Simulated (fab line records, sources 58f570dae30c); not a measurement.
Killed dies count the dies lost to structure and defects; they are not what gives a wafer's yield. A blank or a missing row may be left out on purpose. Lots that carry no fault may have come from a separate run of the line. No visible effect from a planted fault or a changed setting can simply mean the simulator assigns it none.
fab line records	flow berkeley-cmos170
record lots=5	wafers=23
route steps=331 shown START@3 ZERO@7 ACTIVE@70 FIELD@90 NVT@111 PVT@115 GATE@125 PLDD@148
start-h: start of the lot's first displayed wafer, in hours after the record's first day	wait-h: hours elapsed since this lot's preceding step	" unchanged from the row above	L1.1+2: one row covering several wafers at once	- either no value or no given start	* or withheld: withheld	< > ~ a bound
route shown NAME@n: NAME is a module with steps in the file, n the number in the route of the first one	usual: mean/standard deviation taken from wafers without a fault	same: alike in all rows	chamber/n: place in a boat	sites: per-site readings	_std_site: their standard deviation	_edge_site: the outer-site mean with the inner-site mean subtracted	radius-mm: how far each site lies from the wafer's centre	mask NAME#n: copy n	behind: the most recent tool/chamber to have shaped the wafer	hold: cause of the lot's hold/its duration in hours/its outcome	device: whichever transistor did not switch (one of n, p or np)	end of line: the route-end tests of the same wafers	a step with no rows: only its recipe	killed: dies that structure and defects cost at the first sort, which is not the same as the wafer's yield	map: dies across one wafer; x = killed, . = not, _ = none there
set.NAME: the run value of the setting; set.NAME@STEP: its run value at that earlier step	model.NAME: the simulator's own value behind a step, which no gauge read
lots where settings were altered on purpose, with a table for each step and a row for each wafer
## steps
# step UCB170_START_OXIDATION_02
# recipe temp-c=950	ambient=O2	target-thk-a=200	ox-time-s=1800
lot.wafer	tool	chamber	start-h	wait-h	set.temp-c	model.SiO2_of_START_OXIDATION_02.thk-nm
L075.2	-	-	-	3.5	974	25.12
L075.3	"	-	"	"	974	25.8
L075.4	"	-	"	"	974	25.54
L075.5	"	-	"	"	974	25.51
L075.6	"	-	"	"	974	25.52
L076.1+2	-	-	-	4.3	950	20.31
L076.3	"	-	"	"	950	20.19
L076.4	"	-	"	"	950	20.33
L076.5	"	-	"	"	950	20.22
L077.1	-	-	-	6.5	935.5	16.88
L077.2	"	-	"	"	935.5	16.76
L077.3	"	-	"	"	935.5	16.67
L077.4	"	-	"	"	935.5	16.79
L077.5	"	-	"	"	935.5	16.86
L081.1	-	-	-	1.8	967.9	23.58
L081.2	"	-	"	"	967.9	23.85
L081.4+5	"	-	"	"	967.9	24.07
L081.6	"	-	"	"	967.9	24.48
L085.1+2	furnace-01	0	68.42	3.3	950	19.85
L085.3	"	0	"	"	950	19.71
# step UCB170_START_THK_MEAS_03
# recipe reads=SiO2_of_START_OXIDATION_02
# usual START_OXIDE_THK=20.1/0.35
lot.wafer	tool	chamber	start-h	wait-h	set.temp-c@START_OXIDATION_02	START_OXIDE_THK[nm]
L075.2	film-metro-04	-	-	-	974	25.1
L075.3	"	-	"	"	974	25.8
L075.4	"	-	"	"	974	25.6
L075.5	"	-	"	"	974	25.5
L075.6	"	-	"	"	974	25.6
L076.1	film-metro-03	-	-	-	950	20.3
L076.2	"	-	"	"	950	20.3
L076.3	"	-	"	"	950	20.2
L076.4	"	-	"	"	950	20.3
L076.5	"	-	"	"	950	20.2
L077.1	film-metro-04	-	-	-	935.5	16.8
L077.2	"	-	"	"	935.5	16.8
L077.3	"	-	"	"	935.5	16.6
L077.4	"	-	"	"	935.5	16.8
L077.5	"	-	"	"	935.5	16.8
L081.1	film-metro-03	-	-	-	967.9	23.5
L081.2	"	-	"	"	967.9	23.9
L081.4	"	-	"	"	967.9	24.1
L081.5	"	-	"	"	967.9	24.0
L081.6	"	-	"	"	967.9	24.5
L085.1	film-metro-04	-	69.92	0.0	950	19.8
L085.2	"	-	"	"	950	19.9
L085.3	"	-	"	"	950	19.8
# step UCB170_ZERO_COAT_01
# recipe resist=KrF	spin-rpm=1500	resist-thk-nm=900
lot.wafer	tool	chamber	start-h	wait-h	set.resist-thk-nm	model.KrF_of_ZERO_COAT_01.thk-nm
L075.2	litho-track-04	0	25.78	0.1	914.7	914.1
L075.3	"	0	"	"	900	896.1
L075.4	"	0	"	"	900	896.7
L075.5	"	0	"	"	914.7	911.4
L075.6	"	0	"	"	900	897.4
L076.1	litho-track-04	0	33.48	0.1	882.5	883.5
L076.2	"	0	"	"	900	903.7
L076.3	"	0	"	"	900	901.7
L076.4	"	0	"	"	882.5	883.7
L076.5	"	0	"	"	882.5	887.2
L077.1	litho-track-02	0	40.44	0.1	900	902.8
L077.2	"	0	"	"	900	900
L077.3	"	0	"	"	900	898.7
L077.4	"	0	"	"	950.8	951.5
L077.5	"	0	"	"	950.8	955.6
L081.1	litho-track-01	0	58.65	0.1	878	883.4
L081.2	"	0	"	"	878	882.6
L081.4	"	0	"	"	878	881.9
L081.5	"	0	"	"	900	905.1
L081.6	"	0	"	"	900	906.8
L085.1	litho-track-02	0	76.75	0.1	900	907.7
L085.2	"	0	"	"	900	903.9
L085.3	"	0	"	"	900	906.9
# step UCB170_ZERO_SOFTBAKE_02
# recipe resist=KrF	temp-c=130	time-s=60
# step UCB170_ZERO_EXPOSE_03
# recipe mask-id=PM_MARKS	na=0.5	sigma-outer=0.6	source-shape=conventional	target-cd-nm=4000	dose-mj=30
# step UCB170_ZERO_DEVELOP_05
# recipe developer=TMAH	develop-time-s=45	resist=KrF	dev-temp-c=21
# step UCB170_ZERO_ETCH_06
# recipe chemistry=CHF3/CF4/Ar	target=SiO2	time-s=12	pressure-mtorr=100	rf-w=490.4	CHF3_flow_sccm=50	cf4-flow-sccm=10	Ar_flow_sccm=120	over-etch-frac=1.58
# step UCB170_ZERO_STRIP_07
# recipe chemistry=O2	power-w=400	pressure-mtorr=3500	platen-temp-c=withheld	o2-flow-sccm=400	overash-fraction=0.5
# usual strip-time-to-endpoint-s=21.49/0.095
lot.wafer	tool	chamber	start-h	wait-h	set.resist-thk-nm@ZERO_COAT_01	strip-time-to-endpoint-s
L075.2	plasma-asher-02	1	26.47	0.0	914.7	21.82
L075.3	"	1	"	"	900	21.41
L075.4	"	0	"	"	900	21.41
L075.5	"	1	"	"	914.7	21.74
L075.6	"	0	"	"	900	21.45
L076.1	plasma-asher-04	0	34.32	0.0	882.5	21.07
L076.2	"	1	"	"	900	21.58
L076.3	"	1	"	"	900	21.53
L076.4	"	0	"	"	882.5	21.12
L076.5	"	1	"	"	882.5	21.18
L077.1	plasma-asher-04	0	41.58	0.0	900	21.56
L077.2	"	1	"	"	900	21.48
L077.3	"	0	"	"	900	21.46
L077.4	"	1	"	"	950.8	22.72
L077.5	"	1	"	"	950.8	22.81
L081.1	plasma-asher-04	1	59.37	0.0	878	21.08
L081.2	"	0	"	"	878	21.07
L081.4	"	1	"	"	878	21.05
L081.5	"	1	"	"	900	21.61
L081.6	"	0	"	"	900	21.64
L085.1	plasma-asher-04	0	77.59	0.0	900	21.66
L085.2	"	1	"	"	900	21.58
L085.3	"	0	"	"	900	21.65
# step UCB170_ACTIVE_EXPOSE_10
# recipe mask-id=ACTIVE	target-cd-nm=1200	na=0.5	sigma-outer=0.6	source-shape=conventional	dose-mj=20
lot.wafer	tool	chamber	start-h	wait-h	mask	set.dose-mj
L076.1+2+3+4+5	krf-scanner-01	0	103.13	0.4	ACTIVE#0	20
L075.2+4	krf-scanner-02	0	103.39	0.3	ACTIVE#0	20.47
L075.3+5+6	"	0	"	"	ACTIVE#0	20
L077.1+2+4	krf-scanner-01	0	110.09	0.2	ACTIVE#0	20
L077.3+5	"	0	"	"	ACTIVE#0	20.69
L081.1+2+5	krf-scanner-01	0	132.14	0.1	ACTIVE#0	18.73
L081.4+6	"	0	"	"	ACTIVE#0	20
L085.1+2+3	krf-scanner-01	0	142.72	0.1	ACTIVE#0	20
# step UCB170_ACTIVE_DEVELOP_12
# recipe developer=TMAH	develop-time-s=45	resist=KrF	dev-temp-c=21
lot.wafer	tool	chamber	start-h	wait-h	set.dev-temp-c
L076.1+5	litho-track-03	0	-	-	17.67
L076.2+3+4	"	0	"	"	21
L075.2+5+6	litho-track-03	0	-	-	21
L075.3+4	"	0	"	"	23.75
L077.1+2+5	litho-track-03	0	-	-	19.46
L077.3+4	"	0	"	"	21
L081.1+6	litho-track-01	0	-	-	22.88
L081.2+4+5	"	0	"	"	21
L085.1+2+3	litho-track-01	0	-	-	21
# step UCB170_ACTIVE_CD_MEAS_13
# recipe target-cd-nm=1200
# usual cd-nm=1199.1/0.94
lot.wafer	tool	chamber	start-h	wait-h	set.dose-mj@ACTIVE_EXPOSE_10	cd-nm
L076.1	cd-sem-02	-	103.89	-	20	1198.9
L076.2	"	-	"	"	20	1199.0
L076.3	"	-	"	"	20	1200.2
L076.4	"	-	"	"	20	1199.4
L076.5	"	-	"	"	20	1198.2
L075.2	cd-sem-02	-	104.19	-	20.47	1194.7
L075.3	"	-	"	"	20	1200.4
L075.4	"	-	"	"	20.47	1195.6
L075.5	"	-	"	"	20	1199.1
L075.6	"	-	"	"	20	1199.6
L077.1	cd-sem-01	-	110.79	-	20	1197.1
L077.2	"	-	"	"	20	1198.4
L077.3	"	-	"	"	20.69	1192.6
L077.4	"	-	"	"	20	1197.6
L077.5	"	-	"	"	20.69	1191.4
L081.1	cd-sem-01	-	132.89	-	18.73	1211.7
L081.2	"	-	"	"	18.73	1211.5
L081.4	"	-	"	"	20	1200.3
L081.5	"	-	"	"	18.73	1211.5
L081.6	"	-	"	"	20	1200.5
L085.1	cd-sem-02	-	143.56	-	20	1200.2
L085.2	"	-	"	"	20	1199.9
L085.3	"	-	"	"	20	1199.5
# step UCB170_ACTIVE_ETCH_15
# recipe chemistry=CH3F/Ar/O2	target=Si3N4	stop-on=SiO2	CH3F_flow_sccm=20	Ar_flow_sccm=50	O2_flow_sccm=7	pressure-mtorr=50	rf-w=450	target-depth-a=2420	over-etch-frac=0.1	time-s=151
lot.wafer	tool	chamber	start-h	wait-h	set.dose-mj@ACTIVE_EXPOSE_10	model.ACTIVE.cd-nm
L076.1+2	rie-diel-01	1,2	104.05	0.0	20	1199
L076.3+4	"	3,0	"	"	20	1200
L076.5	"	0	"	"	20	1198
L075.2	rie-diel-03	3	104.32	0.0	20.47	1194
L075.3+6	"	0,2	"	"	20	1200
L075.4	"	1	"	"	20.47	1196
L075.5	"	3	"	"	20	1199
L077.1	rie-diel-01	3	110.95	0.0	20	1197
L077.2+4	"	1,2	"	"	20	1198
L077.3+5	"	0	"	"	20.69	1192
L081.1	rie-diel-03	0	133.04	0.0	18.73	1212
L081.2	"	3	"	"	18.73	-
L081.4	"	2	"	"	20	-
L081.5	"	2	"	"	18.73	1211
L081.6	"	3	"	"	20	1201
L085.1+2	rie-diel-01	0,2	143.72	0.0	20	1200
L085.3	"	1	"	"	20	1199
# step UCB170_ACTIVE_STRIP_16
# recipe chemistry=O2	power-w=400	pressure-mtorr=3500	platen-temp-c=withheld	o2-flow-sccm=400	overash-fraction=0.5
# step UCB170_ACTIVE_CD_MEAS_90
# recipe target-cd-nm=1200
# usual cd-nm=1199.1/0.98
lot.wafer	tool	chamber	start-h	wait-h	set.dose-mj@ACTIVE_EXPOSE_10	cd-nm
L076.1	cd-sem-01	-	104.25	0.1	20	1199.2
L076.2	"	-	"	"	20	1199.3
L076.3	"	-	"	"	20	1200.0
L076.4	"	-	"	"	20	1199.7
L076.5	"	-	"	"	20	1198.0
L075.2	cd-sem-01	-	104.54	0.1	20.47	1194.1
L075.3	"	-	"	"	20	1200.0
L075.4	"	-	"	"	20.47	1196.0
L075.5	"	-	"	"	20	1199.1
L075.6	"	-	"	"	20	1200.0
L077.1	cd-sem-02	-	111.15	0.1	20	1197.0
L077.2	"	-	"	"	20	1198.1
L077.3	"	-	"	"	20.69	1192.7
L077.4	"	-	"	"	20	1197.5
L077.5	"	-	"	"	20.69	1192.1
L081.1	cd-sem-01	-	133.37	0.2	18.73	1211.8
L081.2	"	-	"	"	18.73	1211.2
L081.4	"	-	"	"	20	1199.9
L081.5	"	-	"	"	18.73	1211.3
L081.6	"	-	"	"	20	1200.9
L085.1	cd-sem-01	-	143.92	0.1	20	1200.2
L085.2	"	-	"	"	20	1199.4
L085.3	"	-	"	"	20	1199.5
# step UCB170_FIELD_OXIDATION_01
# recipe temp-c=1000	ambient=H2O	p-h2o-torr=584.62	target-thk-a=5583	ox-time-s=7200
lot.wafer	tool	chamber	start-h	wait-h	set.ox-time-s	model.SiO2_of_FIELD_OXIDATION_01.thk-nm
L075.2	-	-	-	2.4	7567	569.2
L075.3	"	-	"	"	7567	569.1
L075.4	"	-	"	"	7567	574
L075.5	"	-	"	"	7567	569.7
L075.6	"	-	"	"	7567	574.5
L076.1	-	-	-	3.0	7200	569.9
L076.2	"	-	"	"	7200	572.5
L076.3	"	-	"	"	7200	573.5
L076.4	"	-	"	"	7200	582.1
L076.5	"	-	"	"	7200	568.2
L077.1	-	-	-	3.2	6451	517
L077.2	"	-	"	"	6451	511.1
L077.3	"	-	"	"	6451	519.9
L077.4	"	-	"	"	6451	509.4
L077.5	"	-	"	"	6451	517.7
L081.1	-	-	-	1.8	8276	604.7
L081.2	"	-	"	"	8276	605.9
L081.4	"	-	"	"	8276	601.1
L081.5	"	-	"	"	8276	600
L081.6	"	-	"	"	8276	595
L085.1	furnace-01	0	151.65	4.8	7200	553.4
L085.2	"	0	"	"	7200	553.6
L085.3	"	0	"	"	7200	562.2
# step UCB170_FIELD_WET_ETCH_04
# recipe chemistry=dHF	dilution=10:1	target=SiO2	temp-c=25	time-s=60
lot.wafer	tool	chamber	start-h	wait-h	set.time-s	set.ox-time-s@FIELD_OXIDATION_01	model.SiO2_of_FIELD_OXIDATION_01.thk-nm
L075.2	-	-	-	0.0	63.63	7567	534.5
L075.3	"	-	"	"	63.63	7567	534.3
L075.4	"	-	"	"	63.63	7567	539.2
L075.5	"	-	"	"	63.63	7567	534.8
L075.6	"	-	"	"	63.63	7567	539.4
L076.1	-	-	-	0.0	60	7200	536.2
L076.2	"	-	"	"	60	7200	538.8
L076.3	"	-	"	"	60	7200	540.2
L076.4	"	-	"	"	60	7200	548.7
L076.5	"	-	"	"	60	7200	534.9
L077.1	-	-	-	0.0	53.93	6451	486.9
L077.2	"	-	"	"	53.93	6451	481.1
L077.3	"	-	"	"	53.93	6451	489.9
L077.4	"	-	"	"	53.93	6451	479.4
L077.5	"	-	"	"	53.93	6451	487.7
L081.1	-	-	-	0.0	57.72	8276	573.1
L081.2	"	-	"	"	57.72	8276	574.4
L081.4	"	-	"	"	57.72	8276	569.6
L081.5	"	-	"	"	57.72	8276	568.6
L081.6	"	-	"	"	57.72	8276	563.5
L085.1	wet-bench-04	1	159.05	0.0	60	7200	520.3
L085.2	"	1	"	"	60	7200	520.6
L085.3	"	1	"	"	60	7200	529.1
# step UCB170_FIELD_WET_ETCH_05
# recipe chemistry=H3PO4	target=Si3N4	temp-c=160	time-s=12600
# step UCB170_FIELD_WET_ETCH_06
# recipe chemistry=BOE	dilution=5:1	target=SiO2	temp-c=25	time-s=22
# step UCB170_FIELD_THK_MEAS_90
# recipe reads=SiO2_of_FIELD_OXIDATION_01
# usual FIELD_OXIDE_LEFT_1_THK=441/10
lot.wafer	tool	chamber	start-h	wait-h	set.ox-time-s@FIELD_OXIDATION_01	FIELD_OXIDE_LEFT_1_THK[nm]
L076.1	film-metro-04	-	122.07	0.0	7200	452
L076.2	"	-	"	"	7200	454
L076.3	"	-	"	"	7200	455
L076.4	"	-	"	"	7200	464
L076.5	"	-	"	"	7200	451
L075.2	film-metro-03	-	122.08	0.0	7567	451
L075.3	"	-	"	"	7567	451
L075.4	"	-	"	"	7567	456
L075.5	"	-	"	"	7567	452
L075.6	"	-	"	"	7567	456
L077.1	film-metro-04	-	128.44	0.0	6451	403
L077.2	"	-	"	"	6451	397
L077.3	"	-	"	"	6451	406
L077.4	"	-	"	"	6451	395
L077.5	"	-	"	"	6451	404
L081.1	film-metro-04	-	148.38	0.0	8276	489
L081.2	"	-	"	"	8276	490
L081.4	"	-	"	"	8276	485
L081.5	"	-	"	"	8276	484
L081.6	"	-	"	"	8276	479
L085.1	film-metro-03	-	162.92	0.0	7200	435
L085.2	"	-	"	"	7200	436
L085.3	"	-	"	"	7200	445
# step UCB170_NVT_IMPLANT_07
# recipe species=BF2	dose-cm2=3e+12	energy-kev=50	tilt-deg=7
lot.wafer	tool	chamber	start-h	wait-h	set.dose-cm2
L075.2+3+6	implanter-02	0	139.57	0.0	3e+12
L075.4+5	"	0	"	"	3.17e+12
L076.1+2+3+4+5	implanter-03	0	139.67	0.0	3e+12
L077.1+4+5	implanter-02	0	146.18	0.0	3.14e+12
L077.2+3	"	0	"	"	3e+12
L081.1+4+5	implanter-03	0	167.05	0.0	3.212e+12
L081.2+6	"	0	"	"	3e+12
L085.1+2+3	implanter-02	0	180.67	0.0	3e+12
# step UCB170_NVT_STRIP_08
# recipe chemistry=O2	power-w=400	pressure-mtorr=3500	platen-temp-c=withheld	o2-flow-sccm=400	overash-fraction=0.5
# step UCB170_NVT_TW_MEAS_09
# usual NVT_TW=520/5.5
lot.wafer	tool	chamber	start-h	wait-h	set.dose-cm2@NVT_IMPLANT_07	NVT_TW
L075.2	film-metro-01	-	139.81	0.1	3e+12	531
L075.3	"	-	"	"	3e+12	531
L075.4	"	-	"	"	3.17e+12	539
L075.5	"	-	"	"	3.17e+12	539
L075.6	"	-	"	"	3e+12	532
L076.1	film-metro-04	-	139.92	0.1	3e+12	515
L076.2	"	-	"	"	3e+12	516
L076.3	"	-	"	"	3e+12	514
L076.4	"	-	"	"	3e+12	514
L076.5	"	-	"	"	3e+12	513
L077.1	film-metro-04	-	146.43	0.1	3.14e+12	528
L077.2	"	-	"	"	3e+12	515
L077.3	"	-	"	"	3e+12	519
L077.4	"	-	"	"	3.14e+12	522
L077.5	"	-	"	"	3.14e+12	525
L081.1	film-metro-01	-	167.30	0.1	3.212e+12	538
L081.2	"	-	"	"	3e+12	530
L081.4	"	-	"	"	3.212e+12	537
L081.5	"	-	"	"	3.212e+12	539
L081.6	"	-	"	"	3e+12	526
L085.1	film-metro-02	-	180.92	0.1	3e+12	520
L085.2	"	-	"	"	3e+12	517
L085.3	"	-	"	"	3e+12	520
# step UCB170_PVT_HMDS_00
# recipe prime-time-s=60	prime-temp-c=100
lot.wafer	tool	chamber	start-h	wait-h	set.prime-temp-c
L075.2+4+5	litho-track-03	0	141.85	0.0	100
L075.3+6	"	0	"	"	101.8
L076.1+2+3+4+5	litho-track-02	0	141.97	0.1	100
L077.1+2+3+4+5	litho-track-02	0	147.24	0.6	100
L081.1+2+4+5+6	litho-track-03	0	167.78	0.2	100
L085.1+2+3	litho-track-04	0	181.91	0.4	100
# step UCB170_PVT_COAT_01
# recipe resist=KrF	spin-rpm=1500	resist-thk-nm=900
# step UCB170_PVT_SOFTBAKE_02
# recipe resist=KrF	temp-c=130	time-s=60
# step UCB170_GATE_WET_ETCH_00
# recipe chemistry=dHF	dilution=25:1	target=SiO2	temp-c=25	time-s=200
# step UCB170_FIELD_THK_MEAS_91
# recipe reads=SiO2_of_FIELD_OXIDATION_01
# usual FIELD_OXIDE_LEFT_2_THK=353/9.6
lot.wafer	tool	chamber	start-h	wait-h	set.ox-time-s@FIELD_OXIDATION_01	FIELD_OXIDE_LEFT_2_THK[nm]
L075.2	film-metro-01	-	143.42	0.0	7567	363
L075.3	"	-	"	"	7567	363
L075.4	"	-	"	"	7567	368
L075.5	"	-	"	"	7567	363
L075.6	"	-	"	"	7567	368
L076.1	film-metro-01	-	143.68	0.0	7200	363
L076.2	"	-	"	"	7200	365
L076.3	"	-	"	"	7200	366
L076.4	"	-	"	"	7200	376
L076.5	"	-	"	"	7200	361
L077.1	film-metro-03	-	148.95	0.0	6451	315
L077.2	"	-	"	"	6451	309
L077.3	"	-	"	"	6451	318
L077.4	"	-	"	"	6451	307
L077.5	"	-	"	"	6451	316
L081.1	film-metro-04	-	170.19	0.0	8276	401
L081.2	"	-	"	"	8276	403
L081.4	"	-	"	"	8276	398
L081.5	"	-	"	"	8276	397
L081.6	"	-	"	"	8276	392
L085.1	film-metro-04	-	183.62	0.0	7200	347
L085.2	"	-	"	"	7200	347
L085.3	"	-	"	"	7200	356
# step UCB170_PLDD_EXPOSE_03
# recipe mask-id=PSELECT	na=0.5	sigma-outer=0.6	source-shape=conventional	target-cd-nm=1200	dose-mj=30
lot.wafer	tool	chamber	start-h	wait-h	mask	set.dose-mj
L075.2+6	krf-scanner-02	0	-	-	PSELECT#0	28.64
L075.3+4+5	"	0	"	"	PSELECT#0	30
L076.1+2+4	krf-scanner-02	0	-	-	PSELECT#0	29.31
L076.3+5	"	0	"	"	PSELECT#0	30
L077.1+2+3	krf-scanner-01	0	-	-	PSELECT#0	30
L077.4+5	"	0	"	"	PSELECT#0	28.19
L081.1+2+4	krf-scanner-02	0	187.81	0.2	PSELECT#0	28.26
L081.5+6	"	0	"	"	PSELECT#0	30
L085.1+2+3	krf-scanner-01	0	200.57	0.2	PSELECT#0	30
# step UCB170_PLDD_PEB_04
# recipe peb-temp-c=130	peb-time-s=withheld	resist=KrF
# step UCB170_PLDD_DEVELOP_05
# recipe developer=TMAH	develop-time-s=45	resist=KrF	dev-temp-c=21
# step UCB170_PLDD_CD_MEAS_06
# recipe target-cd-nm=1200
# usual cd-nm=1199.1/1.4
lot.wafer	tool	chamber	start-h	wait-h	set.dose-mj@PLDD_EXPOSE_03	cd-nm
L075.2	cd-sem-01	-	170.22	-	28.64	1189.4
L075.3	"	-	"	"	30	1196.1
L075.4	"	-	"	"	30	1197.1
L075.5	"	-	"	"	30	1196.6
L075.6	"	-	"	"	28.64	1190.4
L076.1	cd-sem-02	-	170.75	-	29.31	1195.5
L076.2	"	-	"	"	29.31	1195.5
L076.3	"	-	"	"	30	1199.6
L076.4	"	-	"	"	29.31	1197.5
L076.5	"	-	"	"	30	1199.5
L077.1	cd-sem-01	-	171.09	-	30	1199.6
L077.2	"	-	"	"	30	1198.8
L077.3	"	-	"	"	30	1200.4
L077.4	"	-	"	"	28.19	1188.5
L077.5	"	-	"	"	28.19	1188.7
L081.1	cd-sem-01	-	188.20	-	28.26	1187.3
L081.2	"	-	"	"	28.26	1186.6
L081.4	"	-	"	"	28.26	1188.5
L081.5	"	-	"	"	30	1199.3
L081.6	"	-	"	"	30	1198.7
L085.1	cd-sem-01	-	200.99	-	30	1198.8
L085.2	"	-	"	"	30	1200.0
L085.3	"	-	"	"	30	1199.4
## key
split step=UCB170_START_OXIDATION_02	setting=temp-c	stated=950	by=lot
response step=UCB170_START_OXIDATION_02	reading=model.SiO2_of_START_OXIDATION_02.thk-nm	change=+2.13	per=1%	r=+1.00
response step=UCB170_START_THK_MEAS_03	reading=START_OXIDE_THK	change=+2.14	per=1%	r=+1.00
split step=UCB170_ZERO_COAT_01	setting=resist-thk-nm	stated=900	by=wafer
response step=UCB170_ZERO_COAT_01	reading=model.KrF_of_ZERO_COAT_01.thk-nm	change=+9.43	per=1%	r=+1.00
response step=UCB170_ZERO_STRIP_07	reading=strip-time-to-endpoint-s	change=*	per=1%	r=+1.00
split step=UCB170_ACTIVE_EXPOSE_10	setting=dose-mj	stated=20	by=wafer
response step=UCB170_ACTIVE_CD_MEAS_13	reading=cd-nm	change=-1.75	per=1%	r=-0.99
response step=UCB170_ACTIVE_ETCH_15	reading=model.ACTIVE.cd-nm	change=-1.68	per=1%	r=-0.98
response step=UCB170_ACTIVE_CD_MEAS_90	reading=cd-nm	change=-1.71	per=1%	r=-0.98
split step=UCB170_ACTIVE_DEVELOP_12	setting=dev-temp-c	stated=21	by=wafer
response none clear
split step=UCB170_FIELD_OXIDATION_01	setting=ox-time-s	stated=7200	by=lot
response step=UCB170_FIELD_OXIDATION_01	reading=model.SiO2_of_FIELD_OXIDATION_01.thk-nm	change=+3.27	per=1%	r=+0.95
response step=UCB170_FIELD_WET_ETCH_04	reading=model.SiO2_of_FIELD_OXIDATION_01.thk-nm	change=+3.21	per=1%	r=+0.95
response step=UCB170_FIELD_THK_MEAS_90	reading=FIELD_OXIDE_LEFT_1_THK	change=+3.2	per=1%	r=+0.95
response step=UCB170_FIELD_THK_MEAS_91	reading=FIELD_OXIDE_LEFT_2_THK	change=+3.24	per=1%	r=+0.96
split step=UCB170_FIELD_WET_ETCH_04	setting=time-s	stated=60	by=lot
response none clear
split step=UCB170_NVT_IMPLANT_07	setting=dose-cm2	stated=3e+12	by=wafer
response step=UCB170_NVT_TW_MEAS_09	reading=NVT_TW	change=+1.43	per=1%	r=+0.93
split step=UCB170_PVT_HMDS_00	setting=prime-temp-c	stated=100	by=wafer
response none clear
split step=UCB170_PLDD_EXPOSE_03	setting=dose-mj	stated=30	by=wafer
response step=UCB170_PLDD_CD_MEAS_06	reading=cd-nm	change=+1.79	per=1%	r=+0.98
